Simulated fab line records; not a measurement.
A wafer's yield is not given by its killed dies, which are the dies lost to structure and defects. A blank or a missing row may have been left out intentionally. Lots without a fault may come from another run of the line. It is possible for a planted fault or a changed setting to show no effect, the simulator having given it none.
Which tool did it? | flow berkeley-cmos170 | Sampling: 15 lots, 45 wafers, 2 of 331 route steps

## WHAT THE GAUGES SHOWED, per wafer
UCB170_GATE_CD_MEAS_90: the cd target is 350 nm. Usual: cd-nm 350.3 nm, standard deviation 1.3.
lot  | measured    | on        | cd-nm (nm)        | flag
L170 | day 5 12:53 | cd-sem-01 | 349.9 350.5 350.3 |
L171 | day 5 18:56 | cd-sem-01 | 348.6 351.6 350.2 |
L173 | day 6 17:32 | cd-sem-02 | 351.7 348.8 348.7 |
L174 | day 6 17:51 | cd-sem-01 | 350.8 352.9 350.1 |
L172 | day 6 18:08 | cd-sem-02 | 348.5 350.8 349.6 |
L177 | day 6 23:07 | cd-sem-01 | 350.8 347.9 348.7 |
L176 | day 6 23:22 | cd-sem-02 | 351.7 351.2 350.6 |
L175 | day 6 23:22 | cd-sem-01 | 351.2 350.3 349.1 |
L178 | day 7 01:13 | cd-sem-01 | 351.4 349.4 351.1 |
L180 | day 7 23:01 | cd-sem-01 | 350.9 351.8 352.2 |
L179 | day 7 23:10 | cd-sem-02 | 350.2 348.6 348.2 |
L181 | day 7 23:18 | cd-sem-01 | 352.5 351.9 352.7 |
L184 | day 8 19:10 | cd-sem-02 | - - -             | OFF
L185 | day 8 19:17 | cd-sem-02 | - - -             | OFF
L187 | day 9 03:20 | cd-sem-02 | - - -             | OFF

## TOOL THAT RAN EACH LOT (tool first, then ch and the chambers of the sampled wafers, then the start)
lot  | UCB170_GATE_ETCH_15
L170 | rie-si-02 ch 1,3, day 5 12:40
L171 | rie-si-02 ch 0,3, day 5 18:41
L173 | rie-si-01 ch 0,2,3, day 6 17:23
L174 | rie-si-02 ch 0,1,2, day 6 17:39
L172 | rie-si-01 ch 0,1,2, day 6 17:59
L177 | rie-si-02 ch 0,1,3, day 6 22:55
L176 | rie-si-01 ch 0,1,2, day 6 23:10
L175 | rie-si-02 ch 1,2, day 6 23:12
L178 | rie-si-01 ch 1,3, day 7 01:04
L180 | rie-si-02 ch 2,3, day 7 22:52
L179 | rie-si-01 ch 0,1,3, day 7 22:59
L181 | rie-si-02 ch 0,2,3, day 7 23:09
L184 | rie-si-01 ch 0,1, day 8 18:58
L185 | rie-si-02 ch 0,1,2, day 8 19:07
L187 | rie-si-01 ch 0,1,3, day 9 03:09
- UCB170_GATE_ETCH_15: etches poly-Si in HBr/Cl2, stops on SiO2, time 56.3 s, target depth 278.2 nm.

## AS READ BY THE TOOLS THEMSELVES (means over the sampled wafers that have a number; for cases with no such wafer, the mark the record gives instead)
UCB170_GATE_ETCH_15. Usual: HBr_flow_sccm 150.0 sccm, standard deviation 0.42; bias-w 150.0 W, standard deviation 0.41; drypump-motor-current-A 6.0 A, standard deviation 0.48; he-backside-leak-sccm 2.6 sccm, standard deviation 0.3; mfc-cl2-sccm 49.98 sccm, standard deviation 0.14; oes-product-au 0.835 a.u., standard deviation 0.015; throttle-valve-pct 26.44 %, standard deviation 0.14.
lot  | tool      | HBr_flow_sccm (sccm) | bias-w (W) | drypump-motor-current-A (A) | he-backside-leak-sccm (sccm) | mfc-cl2-sccm (sccm) | oes-product-au (a.u.) | throttle-valve-pct (%) | flag
L170 | rie-si-02 | 150.0                | 149.9      | 6.5                         | 2.3                          | 50.01               | 0.837                 | 26.49                  |
L171 | rie-si-02 | 149.6                | 150.1      | 5.8                         | 2.9                          | 50.05               | 0.850                 | 26.40                  |
L173 | rie-si-01 | 150.0                | 150.3      | 5.9                         | 2.6                          | 49.86               | 0.830                 | 26.46                  |
L174 | rie-si-02 | 149.8                | 149.7      | 6.0                         | 2.8                          | 50.04               | 0.825                 | 26.54                  |
L172 | rie-si-01 | 150.1                | 150.1      | 5.9                         | 2.6                          | 50.17               | 0.829                 | 26.34                  |
L177 | rie-si-02 | 149.9                | 149.7      | 6.2                         | 2.8                          | 49.86               | 0.827                 | 26.46                  |
L176 | rie-si-01 | 150.0                | 150.0      | 5.9                         | 2.6                          | 49.99               | 0.839                 | 26.35                  |
L175 | rie-si-02 | 150.0                | 150.1      | 6.3                         | 2.4                          | 49.78               | 0.819                 | 26.58                  |
L178 | rie-si-01 | 149.9                | 150.0      | 5.9                         | 2.5                          | 50.01               | 0.841                 | 26.47                  |
L180 | rie-si-02 | 150.1                | 149.7      | 6.0                         | 2.7                          | 50.03               | 0.839                 | 26.44                  |
L179 | rie-si-01 | 150.3                | 149.9      | 6.2                         | 2.5                          | 50.06               | 0.835                 | 26.47                  |
L181 | rie-si-02 | 150.1                | 149.9      | 5.9                         | 2.8                          | 50.03               | 0.847                 | 26.42                  |
L184 | rie-si-01 | -                    | -          | -                           | -                            | -                   | -                     | -                      | OFF
L185 | rie-si-02 | -                    | -          | -                           | -                            | -                   | -                     | -                      | OFF
L187 | rie-si-01 | -                    | -          | -                           | -                            | -                   | -                     | -                      | OFF

## THE ANSWER, worked out from the rows above alone
Rule: take the mean of a lot's wafers that have a number; if it is more than 3 standard deviations from the usual mean, the lot is off. Also off: a lot with no number at a reading for which 4 or more lots have one. Where the step has rows for the other lots, those lots are counted as sound. Order of review: gauges by route order, followed by the tools' own readings, for which a lot's mean as printed above is used. The first step at which some lot is off is used, and at that step the reading that is off furthest; a lot without a number counts as furthest.
Off: L184, L185, L187, at UCB170_GATE_CD_MEAS_90 (cd-nm). Without a number there: L184, L185, L187.
If a tool, at a process step before that reading, ran all the lots that are off and no sound lot after the first of them, it fits. The gauges at UCB170_GATE_CD_MEAS_90 aren't tried: what is off there is off at UCB170_GATE_ETCH_15 too, on other tools, and a gauge's error can't cause that. Of those tried, none fits.

## WHAT HAD BEEN PUT IN BY THE SIMULATOR
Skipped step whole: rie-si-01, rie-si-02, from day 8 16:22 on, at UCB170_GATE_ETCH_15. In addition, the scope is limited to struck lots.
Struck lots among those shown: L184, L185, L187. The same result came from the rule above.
